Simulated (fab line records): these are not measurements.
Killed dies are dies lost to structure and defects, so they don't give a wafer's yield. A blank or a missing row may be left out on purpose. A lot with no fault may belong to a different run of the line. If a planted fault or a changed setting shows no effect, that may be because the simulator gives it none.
A struck lot beside a sound one / flow rit_cmos / 39 out of 202 route steps
Sound: the wafers L791.3, L791.5, L791.6. Struck: wafers L795.1, L795.3, L795.5. Last of all comes the cause.
Order at every step that has rows: each side's tool, ch and its chambers, its first start. Under that, the readings that differ: sound wafers / struck wafers / difference of the means / sigmas: that difference in standard deviations of wafers without a fault.
alike: a reading whose means differ by less than 2 such deviations, as well as words and numbers matching on both sides. not compared: withheld readings; readings where some wafer has no value; bounds like >300 that might hide an equal value; numbers whose values overlap and for which the record gives no deviation.
Wherever a step has rows on one side only, a row that says differs or no value, or a row with sigmas, the two part there. Numbers that have no deviation but don't overlap get no sigmas and don't part them. A reading missing from all wafers of one side parts the sides only when that side holds two or more wafers.

first, 3 steps without rows for these wafers: RIT_GATE_EXPOSE_13 (exposes mask M6, target cd 150 nm); RIT_GATE_PEB_14; RIT_GATE_DEVELOP_15 (develop time 50 s).
RIT_GATE_CD_MEAS_16: the cd target is 150 nm.
  sound on cd_sem-02, day 4 21:37; struck on cd_sem-01, day 5 14:29
  alike: cd_nm
RIT_GATE_OVL_MEAS_17:
  sound on overlay-02, day 4 21:43; struck on overlay-02, day 5 14:36
  alike: GATE_OVL
then, 1 step without rows for these wafers: RIT_GATE_HARDBAKE_18 (time 60 s).
RIT_GATE_ETCH_19: etches poly-Si in SF6/CHF3/O2, stops on SiO2, time 165 s, target depth 312.5 nm.
  sound on rie_si-02 ch 0,1, day 4 21:53; struck on rie_si-02 ch 0,1,3, day 5 14:47
  alike: drypump_motor_current_A, oes_product_au, throttle_valve_pct
  not compared: rf_hours_counter_h
RIT_GATE_STRIP_20: strips in O2, time 180 s.
  sound on plasma_asher-02 ch 0,1, day 4 22:03; struck on plasma_asher-01 ch 1, day 5 14:54
  alike: drypump_motor_current_A
  not compared: rf_hours_counter_h
RIT_GATE_CD_MEAS_90: the cd target is 150 nm.
  sound on cd_sem-02, day 4 22:12; struck on cd_sem-02, day 5 15:04
  alike: cd_nm
then, 3 steps without rows for these wafers: RIT_REOX_CLEAN_00 (cleans in SC1, time 600 s); RIT_REOX_CLEAN_01 (cleans in dHF, time 30 s); RIT_REOX_CLEAN_02 (cleans in SC2, time 600 s).
RIT_REOX_OXIDATION_03: target thk 25.2 nm, ox time 5580 s.
  sound on furnace-04 ch 0, day 4 22:47; struck on furnace-04 ch 0, day 5 17:14
reading=spike_tc_centre_C (C); sound=902.5 903.6 902.1; struck=910.8 909.8 911.0; difference=+7.8; sigmas=+8
reading=spike_tc_load_C (C); sound=925.3 924.9 927.9; struck=935.6 933.3 933.9; difference=+8.2; sigmas=+5
reading=spike_tc_source_C (C); sound=929.8 930.9 929.7; struck=938.0 936.3 937.7; difference=+7.2; sigmas=+3
reading=tube_center_temp_C (C); sound=900.01 900.11 899.91; struck=907.91 907.97 908.03; difference=+7.96; sigmas=+99 or more
reading=tube_center_temp_C_max; sound=902.9 902.4 902.2; struck=909.8 909.7 910.5; difference=+7.5; sigmas=+17
reading=model.SiO2_of_REOX_OXIDATION_03.thk_nm (nm); sound=25.04 24.72 24.86; struck=26.85 26.98 27.1; difference=+2.10; sigmas=
RIT_REOX_THK_MEAS_04:
  sound on film_metro-04, day 5 01:21; struck on film_metro-01, day 5 19:47
reading=REOX_OXIDE_THK (nm); sound=25.0 24.7 24.9; struck=26.8 27.0 27.1; difference=+2.1; sigmas=+5
then, 6 steps without rows for these wafers: RIT_NLDD_HMDS_00 (prime time 60 s); RIT_NLDD_COAT_01 (resist thk 1000 nm); RIT_NLDD_SOFTBAKE_02 (time 60 s); RIT_NLDD_EXPOSE_03 (exposes mask M7, target cd 40700 nm); RIT_NLDD_PEB_04; RIT_NLDD_DEVELOP_05 (develop time 50 s).
RIT_NLDD_OVL_MEAS_06:
  sound on overlay-02, day 5 02:15; struck on overlay-01, day 5 20:49
  alike: NLDD_OVL
then, 2 steps without rows for these wafers: RIT_NLDD_HARDBAKE_07 (time 60 s); RIT_NLDD_IMPLANT_08.
RIT_NLDD_STRIP_09: strips in O2, time 180 s.
  sound on plasma_asher-03 ch 0,1, day 5 02:38; struck on plasma_asher-04 ch 0,1, day 5 21:10
  alike: drypump_motor_current_A
  not compared: rf_hours_counter_h
RIT_NLDD_TW_MEAS_10:
  sound on film_metro-03, day 5 02:46; struck on film_metro-04, day 5 21:20
reading=NLDD_TW; sound=2419 2409 2417; struck=2476 2485 2479; difference=+65; sigmas=+2
then, 6 steps without rows for these wafers: RIT_PLDD_HMDS_00 (prime time 60 s); RIT_PLDD_COAT_01 (resist thk 1000 nm); RIT_PLDD_SOFTBAKE_02 (time 60 s); RIT_PLDD_EXPOSE_03 (exposes mask M8, target cd 40900 nm); RIT_PLDD_PEB_04; RIT_PLDD_DEVELOP_05 (develop time 50 s).
RIT_PLDD_OVL_MEAS_06:
  sound on overlay-02, day 5 03:48; struck on overlay-01, day 5 22:28
  alike: PLDD_OVL
then, 2 steps without rows for these wafers: RIT_PLDD_HARDBAKE_07 (time 60 s); RIT_PLDD_IMPLANT_08.
RIT_PLDD_STRIP_09: strips in O2, time 180 s.
  sound on plasma_asher-04 ch 0,1, day 5 04:11; struck on plasma_asher-01 ch 0,1, day 5 22:49
  alike: drypump_motor_current_A
  not compared: rf_hours_counter_h
RIT_PLDD_TW_MEAS_10:
  sound on film_metro-02, day 5 04:19; struck on film_metro-04, day 5 22:59
  alike: PLDD_TW
RIT_SPACER_CLEAN_00: cleans in SC1, time 600 s.
  sound on wet_bench-03 ch 2, day 5 04:22; struck on wet_bench-02 ch 1, day 5 23:03
reading=temp_c (C); sound=74.98 74.60 74.98; struck=75.12 75.19 75.01; difference=+0.25; sigmas=+2
reading=model.SiO2_of_REOX_OXIDATION_03.thk_nm (nm); sound=23.1 22.79 22.94; struck=24.76 24.88 24.98; difference=+1.93; sigmas=
then, 1 step without rows for these wafers: RIT_SPACER_CLEAN_01 (cleans in dHF, time 30 s).
RIT_M1_PROBE_99:
  sound on prober-02, day 5 18:05; struck on prober-02, day 6 12:43
reading=model.etest.pmos_turned.r_on_ohm_um; sound=3283 3250 3311; struck=3863 3875 3922; difference=+605; sigmas=
reading=model.etest.pmos_0p3.r_on_ohm_um; sound=6123 6182 6172; struck=6512 6592 6558; difference=+395; sigmas=
reading=model.etest.pmos_0p15.r_on_ohm_um; sound=2649 2631 2680; struck=2945 2977 2963; difference=+308; sigmas=
reading=model.etest.pldd.rs_ohm_sq; sound=483.3 469.8 479.3; struck=631.9 636.8 640.1; difference=+158.8; sigmas=
reading=model.etest.nmos_0p3.r_on_ohm_um; sound=2162 2157 2155; struck=2246 2239 2240; difference=+84; sigmas=
reading=model.etest.nmos_turned.drive_ua_um; sound=331.4 339.1 328.1; struck=274 272.1 265; difference=-62; sigmas=
reading=model.etest.nldd.rs_ohm_sq; sound=377.4 369.6 376.2; struck=418.3 419.9 425.7; difference=+46.9; sigmas=
reading=model.etest.pldd.line_ohm_um; sound=152.1 147 148.9; struck=191.9 202.5 200.3; difference=+48.9; sigmas=
  alike: killed_at_contacts, killed_at_front_end, killed_dies, killed_open, killed_short

== WHERE THEY PART ==
First at RIT_REOX_OXIDATION_03; last, within this record, at RIT_SPACER_CLEAN_00. Later steps at which nothing parts them and some readings are alike: RIT_M1_PROBE_99.

WHY: whatever the simulator had introduced
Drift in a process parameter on furnace-04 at RIT_REOX_OXIDATION_03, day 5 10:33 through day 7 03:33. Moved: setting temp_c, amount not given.
